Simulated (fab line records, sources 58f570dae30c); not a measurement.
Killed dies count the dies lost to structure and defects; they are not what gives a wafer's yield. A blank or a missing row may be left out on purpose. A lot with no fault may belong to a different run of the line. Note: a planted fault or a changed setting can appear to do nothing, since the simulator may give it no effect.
Split-lot experiment | flow berkeley_cmos170 | route with 331 steps; 5 lots, 23 wafers read

== THE SPLIT ==
At UCB170_PFIELD_COAT_01 (resist thk 900 nm), the setting spin_rpm was moved away from the recipe's 1500 rpm on 8 of the 23 wafers read, by -7.3% to +5.1%. For the rest of the wafers, this setting stayed at what the recipe calls for.

The reading comes from the split's own step.

== THE READING ==
KrF_of_PFIELD_COAT_01.thk_nm (the simulator's own value, which no gauge read), in nm, at UCB170_PFIELD_COAT_01 (resist thk 900 nm). No usual value for it is given in the file. Average 902.3 nm, standard deviation 3.1 nm, over the 15 wafers here run with the recipe.

wafer  | tool, chamber at the split | spin_rpm as run, rpm | against the recipe | KrF_of_PFIELD_COAT_01.thk_nm, nm | against lot-mates on the recipe
L074.1 | litho_track-01, 0          | 1500                 | recipe             | 904.5                            | -
L074.2 | litho_track-01, 0          | 1500                 | recipe             | 904.2                            | -
L074.3 | litho_track-01, 0          | 1576                 | +5.1%              | 883.3                            | -21.2
L074.5 | litho_track-01, 0          | 1576                 | +5.1%              | 884.3                            | -20.2
L074.6 | litho_track-01, 0          | 1500                 | recipe             | 904.8                            | -
L079.1 | litho_track-03, 0          | 1500                 | recipe             | 899.2                            | -
L079.2 | litho_track-03, 0          | 1434                 | -4.4%              | 920.8                            | +19.9
L079.3 | litho_track-03, 0          | 1500                 | recipe             | 900.2                            | -
L079.4 | litho_track-03, 0          | 1434                 | -4.4%              | 920.3                            | +19.4
L079.6 | litho_track-03, 0          | 1500                 | recipe             | 903.4                            | -
L078.1 | litho_track-01, 0          | 1500                 | recipe             | 906.8                            | -
L078.2 | litho_track-01, 0          | 1500                 | recipe             | 904.7                            | -
L078.3 | litho_track-01, 0          | 1500                 | recipe             | 904                              | -
L078.4 | litho_track-01, 0          | 1391                 | -7.3%              | 940                              | +34.8
L078.6 | litho_track-01, 0          | 1391                 | -7.3%              | 940.2                            | +35.0
L082.3 | litho_track-03, 0          | 1500                 | recipe             | 896.6                            | -
L082.4 | litho_track-03, 0          | 1500                 | recipe             | 898.2                            | -
L082.5 | litho_track-03, 0          | 1500                 | recipe             | 896.8                            | -
L081.1 | litho_track-01, 0          | 1500                 | recipe             | 904.5                            | -
L081.2 | litho_track-01, 0          | 1500                 | recipe             | 902.5                            | -
L081.3 | litho_track-01, 0          | 1574                 | +4.9%              | 882.7                            | -21.0
L081.4 | litho_track-01, 0          | 1574                 | +4.9%              | 884.4                            | -19.3
L081.6 | litho_track-01, 0          | 1500                 | recipe             | 904.2                            | -

FIT RESULTS
A straight line over all 23 wafers: KrF_of_PFIELD_COAT_01.thk_nm changes by -4.42 nm for each +1% of spin_rpm; r = -0.98; the points scatter about the line by 3.4 nm.
The same after taking each lot's own level away (the mean of its wafers on the recipe; 23 wafers): -4.45 nm for each +1%; r = -1.00; scatter 1.4 nm.
Per that fit: largest spin_rpm move, reading shift of 32 nm.
Measured against the standard deviation above, the lots' own levels, which go from 897.20 to 905.17 nm, span 2.5 times it.
Consequently the slope shifts little with the lot-to-lot level, the two slopes agreeing.
Check: for one of the wafers moved furthest among these (-7.3%), held out of the fit, the line's prediction against its lot-mates is +32.2 nm. Against them it came out at +34.8 nm.

== THESE WAFERS: OTHER SPLITS ==
These wafers also went through other splits before the reading. Each is held against what the fit with the lots' levels taken away leaves over:
other split on the same wafers       | wafers away from the commonest value | r with KrF_of_PFIELD_COAT_01.thk_nm (lot level and that fit taken away)
UCB170_PWELL_OXIDATION_02 temp_c     | 15                                   | +0.09
UCB170_ACTIVE_OXIDATION_02 ox_time_s | 18                                   | +0.20

== THE WHOLE CHAIN: every reading that the file lists as answering this split, in the file's order ==
step                   | what it does      | reading                                                                       | change (the file's fit)              | r (the file's)
UCB170_PFIELD_COAT_01  | resist thk 900 nm | KrF_of_PFIELD_COAT_01.thk_nm (the simulator's own value, which no gauge read) | -4.46 nm for each +1% of the setting | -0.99
UCB170_PFIELD_STRIP_08 | strips in O2      | strip_time_to_endpoint_s                                                      | withheld for each +1% of the setting | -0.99

== FILE'S OWN FIT ==
KrF_of_PFIELD_COAT_01.thk_nm changes by -4.46 nm for each +1% of spin_rpm, r = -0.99.
